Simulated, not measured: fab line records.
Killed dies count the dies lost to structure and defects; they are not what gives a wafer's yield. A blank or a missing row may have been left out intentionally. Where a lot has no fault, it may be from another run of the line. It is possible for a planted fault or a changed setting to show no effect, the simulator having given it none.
Which of the tools did it? + flow berkeley_cmos170 + Sampling: 7 lots, 21 wafers, 4 of 331 route steps

== WHAT EACH GAUGE READ, for each wafer ==
UCB170_V2_BOW_MEAS_03.
| lot  | measured     | on            | V2_BOW (um) |
|------|--------------|---------------|-------------|
| L682 | day 8 03:51  | film_metro-01 | 50 39 43    |
| L685 | day 8 18:24  | film_metro-02 | 40 31 34    |
| L690 | day 9 11:08  | film_metro-02 | 62 72 58    |
| L695 | day 10 12:25 | film_metro-02 | 31 34 42    |
| L697 | day 11 04:45 | film_metro-01 | 30 31 38    |
| L700 | day 12 06:38 | film_metro-04 | 43 43 48    |
| L699 | day 12 06:56 | film_metro-04 | 26 32 35    |

== WHAT TOOL EACH LOT RAN ON (gives the tool, then ch and the chambers of the sampled wafers, and finally the start) ==
| lot  | UCB170_SILICIDE_SPUTTER_01   | UCB170_CONTACT_STRIP_19              | UCB170_V2_CMP_02              |
|------|------------------------------|--------------------------------------|-------------------------------|
| L682 | pvd_sputter-03, day 7 09:35  | plasma_asher-04 ch 0,1, day 7 13:56  | cmp-02 ch 1,2,3, day 8 03:33  |
| L685 | pvd_sputter-04, day 7 23:13  | plasma_asher-02 ch 0,1, day 8 03:39  | cmp-02 ch 2,3, day 8 18:06    |
| L690 | pvd_sputter-03, day 8 16:19  | plasma_asher-02 ch 0,1, day 8 22:32  | cmp-02 ch 1,2, day 9 10:53    |
| L695 | pvd_sputter-04, day 9 17:43  | plasma_asher-03 ch 0,1, day 9 22:30  | cmp-01 ch 0,1, day 10 12:10   |
| L697 | pvd_sputter-03, day 10 08:13 | plasma_asher-03 ch 0,1, day 10 13:23 | cmp-02 ch 0,2, day 11 04:28   |
| L700 | pvd_sputter-03, day 11 10:02 | plasma_asher-04 ch 0,1, day 11 14:35 | cmp-02 ch 0,1, day 12 06:17   |
| L699 | pvd_sputter-03, day 11 10:31 | plasma_asher-02 ch 0,1, day 11 16:54 | cmp-02 ch 1,2,3, day 12 06:44 |
- UCB170_SILICIDE_SPUTTER_01: material Ti, target thk 30 nm, time 25 s.
- UCB170_CONTACT_STRIP_19: strips in O2.
- UCB170_V2_CMP_02: polishes SiO2.

== THE ANSWER, worked out from the rows above alone ==
Rule: usual is defined by the lots themselves. The widest of any qualifying gaps counts: lots, ordered by their means at a reading, are off when they make up no more than a third of the lots, leave a main group of 4 or more, and stand apart from it by 3 or more times the standard deviation of that group's means. A main group whose means are all the same, to the digits that the tables above print for the reading, isn't used. Also off: a lot with no number at a reading for which 4 or more lots have one. All remaining lots with rows at the step are treated as sound.
Off: L690, at UCB170_V2_BOW_MEAS_03 (V2_BOW). Main group: mean 37 um, sd 5.2.
If a tool, at a process step before that reading, ran all the lots that are off and no sound lot after the first of them, it fits. Gauges at UCB170_V2_BOW_MEAS_03: tried the same way as those tools. No candidate that was tried fits.

== WHAT THE SIMULATOR PUT IN ==
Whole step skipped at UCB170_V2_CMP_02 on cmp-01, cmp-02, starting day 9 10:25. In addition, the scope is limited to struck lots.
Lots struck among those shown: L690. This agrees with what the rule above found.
